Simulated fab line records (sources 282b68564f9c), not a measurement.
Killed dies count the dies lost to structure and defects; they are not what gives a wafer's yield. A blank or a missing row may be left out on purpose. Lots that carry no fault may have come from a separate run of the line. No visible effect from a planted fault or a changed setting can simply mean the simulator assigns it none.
Problem report, 8D (eight disciplines) form, completed by code | flow rit cmos | the parts of the form that need people (team, actions taken, sign-off) are left out

1. THE ISSUE
spin speed rpm at RIT_PSD_COAT_01 reads a mean of 3334.7 rpm on 6 wafers of 2 lots; wafers without a fault read 3250.3 rpm with a standard deviation of 2.1. Relative to the usual mean, that is a shift of +40 standard deviations.
The step: resist thk 1000 nm.
The first sign was on wafer L800.1 at day 4 22:30, on litho track-04. The record has a number at this step for 18 wafers belonging to 6 lots. Rule for "out", or "out of limits": more than 4 standard deviations from the usual mean. The other wafers with a number count as sound.

2. WHAT IT IS, AND WHAT IT ISN'T
question                    | is                     | is not
which readings at this step | spin speed rpm         | -
which lots                  | L800, L801             | L795, L796, L802, L807
which wafers of those lots  | all that have a number | -
read on which tools         | litho track-04         | litho track-01, litho track-03
when                        | from day 4 22:30       | up to then (6 sound wafers); but 6 sound wafers of L802, L807 came after

3. SUSPECTS, AND WHAT RULES EACH OUT
Counting: any tool at a process step up to the reading is kept as a suspect provided that every lot that is out went through it and no sound lot did after the first of them.
- plasma asher-03 at RIT_NSD_STRIP_09 (strips in O2, time 180 s): ruled out as a lasting fault. Following L800 (day 4 22:07), the first lot on it that is out, the sound lots L802 were run on it.
- litho track-04 at RIT_PSD_COAT_01 (resist thk 1000 nm): kept. It ran every lot that is out, first L800 (day 4 22:30), and no sound lot after that; its last sound lot up to then is L796 (day 4 07:03). Out on those wafers are its own readings of spin speed rpm.
Left after counting: litho track-04 at RIT_PSD_COAT_01.

4. THE CAUSE (what the simulator had put in)
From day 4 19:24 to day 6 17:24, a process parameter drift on litho track-04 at RIT_PSD_COAT_01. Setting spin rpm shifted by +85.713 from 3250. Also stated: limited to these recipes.
This tool alone remained once counting was done.

5. SEQUENCE OF EFFECTS, ordered by route
One row per reading whose mean, taken over the struck wafers that have a number, lies over 3 standard deviations from the usual. Only readings for which the record gives a usual standard deviation are gone through. hours: the time from each lot's start at the first step in this table that gives one to its start at this step, as a median over the lots. sigmas: the change in usual standard deviations.
hours | step            | reading        | usual      | on struck wafers | change | sigmas
0     | RIT_PSD_COAT_01 | spin speed rpm | 3250.3 rpm | 3334.7           | +84.4  | +40
It contains these process steps:
- RIT_PSD_COAT_01: resist thk 1000 nm.
Later steps that measure or inspect, where all struck wafers having a row at the step show a number for every such reading and not one has moved that far: RIT_PSD_OVL_MEAS_06.

6. WHAT WOULD HAVE CAUGHT IT SOONER
The fault began at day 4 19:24; the first out-of-limits reading in this record came at day 4 22:30, 3 hours later.
